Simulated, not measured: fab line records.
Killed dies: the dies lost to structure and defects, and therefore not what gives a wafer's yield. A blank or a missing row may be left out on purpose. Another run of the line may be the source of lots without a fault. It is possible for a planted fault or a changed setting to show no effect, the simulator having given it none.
Problem report, 8D (eight disciplines) form, completed by code || flow rit_cmos || the parts of the form that need people (team, actions taken, sign-off) are left out

1. WHAT IS WRONG
Mean PLDD_RS at RIT_SDANNEAL_RS_MEAS_06: 185.5 ohm/sq over 6 wafers in 2 lots; fault-free wafers: 178.7 ohm/sq, standard deviation 0.54. Measured from the usual mean, that is +13 standard deviations.
The step: measures by four-point-probe.
First seen on wafer L397.2, day 6 17:26, on film_metro-02. The record has a number at this step for 42 wafers belonging to 14 lots. Rule for "out", or "out of limits": more than 4 standard deviations from the usual mean. Any other wafer with a number is counted as sound.

2. WHAT IT IS, WHAT IT ISN'T
{"question": "which readings at this step", "is": "PLDD_RS", "is not": "-"}
{"question": "which lots", "is": "L397, L399", "is not": "L381, L382, L386, L388, L389, L390, L391, L392, L393, L400, L402, L403"}
{"question": "which wafers of those lots", "is": "all that have a number", "is not": "-"}
{"question": "read on which gauges", "is": "film_metro-02, film_metro-03", "is not": "film_metro-04"}
{"question": "when", "is": "from day 6 17:26", "is not": "up to then (27 sound wafers); but 9 sound wafers of L400, L402, L403 came after"}

3. WHAT RULES OUT EACH SUSPECT
Counting: a tool stays on the suspect list if, at a process step up to the reading, it processed all lots that are out and no sound lot following the first of them.
- ruled out: the gauge at RIT_SDANNEAL_RS_MEAS_06. 2 gauges (film_metro-02, film_metro-03) read the wafers that are out.
- implanter-03 at RIT_PLDD_IMPLANT_08: kept. Every lot that is out went through it, starting with L397 (day 6 10:16), and after that it ran no sound lot; the last sound lot it ran before then is L393 (day 5 14:22).
The count leaves implanter-03 at RIT_PLDD_IMPLANT_08.

4. THE CAUSE (what the simulator had put in)
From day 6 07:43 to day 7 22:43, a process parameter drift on implanter-03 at RIT_PLDD_IMPLANT_08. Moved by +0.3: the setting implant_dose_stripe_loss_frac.
The count eliminated every tool but this one.

5. SEQUENCE OF EFFECTS, ordered by route
One row per reading whose mean, taken over the struck wafers that have a number, lies over 3 standard deviations from the usual. Scope: only readings with a usual standard deviation given in the record; hours: median across lots of the time from each lot's start at the first step in this table that gives one to its start at this step; sigmas: change in usual standard deviations.
{"hours": 0, "step": "RIT_SDANNEAL_RS_MEAS_06", "reading": "PLDD_RS", "usual": "178.7 ohm/sq", "on struck wafers": 185.5, "change": "+6.8", "sigmas": "+13"}

6. HOW IT WOULD HAVE BEEN CAUGHT EARLIER
Counted from the fault's start at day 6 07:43, it took 10 hours until the first out-of-limits reading at a measuring or inspecting step in this record, taken at day 6 17:26.
No tool reading at RIT_PLDD_IMPLANT_08 that has a usual standard deviation in the record was out on any struck wafer, so an alarm limit of 4 standard deviations on those readings would not have fired.
L399, from the lots that are out (2), started RIT_PLDD_IMPLANT_08 on implanter-03 later than day 6 17:26. Had the tool been put on hold then, it would have been spared.
